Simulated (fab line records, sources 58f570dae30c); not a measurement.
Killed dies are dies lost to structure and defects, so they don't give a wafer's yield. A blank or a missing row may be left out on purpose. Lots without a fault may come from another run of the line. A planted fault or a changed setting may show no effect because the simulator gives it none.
Split-lot experiment | flow berkeley_cmos170 | 5 lots, 23 wafers read, on a route of 331 steps

THE SPLIT
At UCB170_PLDD_IMPLANT_08, the setting dose_cm2 was moved away from the recipe's 5e+13 on 11 of the 23 wafers read, by -6.7% to +6.5%. The other wafers ran this setting at the recipe's value.

FROM THE SPLIT TO THE READING: what the file shows between them, 19 steps
- UCB170_NLDD_EXPOSE_03: exposes mask NSELECT, target cd 1200 nm (also split here: dose_mj)
- UCB170_NLDD_PEB_04
- UCB170_NLDD_DEVELOP_05: develop time 45 s
- UCB170_NLDD_CD_MEAS_06: target cd 1200 nm
- UCB170_PSD_COAT_01: resist thk 900 nm (also split here: spin_rpm)
- UCB170_PSD_IMPLANT_08 (also split here: dose_cm2)
- UCB170_PSD_STRIP_09: strips in O2
- UCB170_PSD_TW_MEAS_10
- UCB170_NSD_COAT_01: resist thk 900 nm (also split here: spin_rpm)
- UCB170_NSD_SOFTBAKE_02: time 60 s
- UCB170_NSD_EXPOSE_03: exposes mask NSELECT MOD, target cd 1200 nm
- UCB170_NSD_IMPLANT_08
- UCB170_NSD_STRIP_09: strips in O2
- UCB170_BACKSIDE_SOFTBAKE_02: time 60 s (also split here: temp_c)
- UCB170_BACKSIDE_STRIP_03: strips in O2
- UCB170_BACKSIDE_CLEAN_04: cleans in SPM, time 600 s
- UCB170_SDANNEAL_RTA_00: time 10 s
- UCB170_SDANNEAL_RTA_01: time 5 s
- UCB170_SDANNEAL_RS_MEAS_02: measures by four-point-probe

THE READING
PLDD_RS, in ohm/sq, at UCB170_SDANNEAL_RS_MEAS_04 (measures by four-point-probe). Fault-free wafers of this fab line usually give 1033.2 ohm/sq, standard deviation 2.6 ohm/sq.

wafer  | tool, chamber at the split | dose_cm2 as run | against the recipe | PLDD_RS, ohm/sq | against lot-mates on the recipe
L074.1 | implanter-01, 0            | 5e+13           | recipe             | 1032.2          | -
L074.2 | implanter-01, 0            | 5e+13           | recipe             | 1033.9          | -
L074.4 | implanter-01, 0            | 5.325e+13       | +6.5%              | 1008.5          | -24.6
L074.5 | implanter-01, 0            | 5.325e+13       | +6.5%              | 1006.8          | -26.3
L074.6 | implanter-01, 0            | 5.325e+13       | +6.5%              | 1008.9          | -24.2
L077.1 | implanter-04, 0            | 5.285e+13       | +5.7%              | 1010.0          | -23.7
L077.3 | implanter-04, 0            | 5e+13           | recipe             | 1033.2          | -
L077.4 | implanter-04, 0            | 5.285e+13       | +5.7%              | 1007.7          | -26.0
L077.5 | implanter-04, 0            | 5e+13           | recipe             | 1034.6          | -
L077.6 | implanter-04, 0            | 5e+13           | recipe             | 1033.2          | -
L076.1 | implanter-01, 0            | 5e+13           | recipe             | 1035.8          | -
L076.2 | implanter-01, 0            | 5e+13           | recipe             | 1035.5          | -
L076.4 | implanter-01, 0            | 5e+13           | recipe             | 1035.4          | -
L078.1 | implanter-04, 0            | 4.664e+13       | -6.7%              | 1061.9          | +28.6
L078.2 | implanter-04, 0            | 4.664e+13       | -6.7%              | 1063.5          | +30.2
L078.4 | implanter-04, 0            | 5e+13           | recipe             | 1034.2          | -
L078.5 | implanter-04, 0            | 4.664e+13       | -6.7%              | 1061.4          | +28.1
L078.6 | implanter-04, 0            | 5e+13           | recipe             | 1032.4          | -
L082.1 | implanter-01, 0            | 5e+13           | recipe             | 1028.7          | -
L082.2 | implanter-01, 0            | 5.205e+13       | +4.1%              | 1015.3          | -13.4
L082.4 | implanter-01, 0            | 5.205e+13       | +4.1%              | 1015.3          | -13.4
L082.5 | implanter-01, 0            | 5e+13           | recipe             | 1028.7          | -
L082.6 | implanter-01, 0            | 5.205e+13       | +4.1%              | 1013.7          | -15.0

THE FIT
A straight line over all 23 wafers: PLDD_RS changes by -4.2 ohm/sq for each +1% of dose_cm2; r = -0.99; the points scatter about the line by 2.1 ohm/sq.
The same after taking each lot's own level away (the mean of its wafers on the recipe; 23 wafers): -4.08 ohm/sq for each +1%; r = -1.00; scatter 1.5 ohm/sq.
On that fit, the largest move of dose_cm2 shifts the reading by 27 ohm/sq.
The lots' own levels span 1028.70 to 1035.57 ohm/sq, that is 2.6 times the standard deviation above.
So the lot-to-lot level changes the slope little: the two slopes agree.
Check: with one of the wafers moved furthest among these (-6.7%) left out of the fit, the line predicts +27.9 ohm/sq for it against its lot-mates. It came out at +28.6 ohm/sq against them.

OTHER SPLITS ON THESE WAFERS
These wafers also went through other splits before the reading. Each is held against what the fit with the lots' levels taken away leaves over:
other split on the same wafers       | wafers away from the commonest value | r with PLDD_RS (lot level and that fit taken away)
UCB170_PVT_DEVELOP_05 develop_time_s | 11                                   | +0.19
UCB170_GATE_EXPOSE_09 dose_mj        | 10                                   | +0.30
UCB170_GATE_ETCH_15 icp_w            | 4                                    | -0.45
UCB170_NLDD_EXPOSE_03 dose_mj        | 11                                   | -0.33
UCB170_PSD_COAT_01 spin_rpm          | 9                                    | -0.29
UCB170_PSD_IMPLANT_08 dose_cm2       | 7                                    | +0.11
UCB170_NSD_COAT_01 spin_rpm          | 6                                    | -0.49
UCB170_BACKSIDE_SOFTBAKE_02 temp_c   | 8                                    | -0.12

THE FILE'S OWN FIT
PLDD_RS changes by -4.06 ohm/sq for each +1% of dose_cm2, r = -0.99.
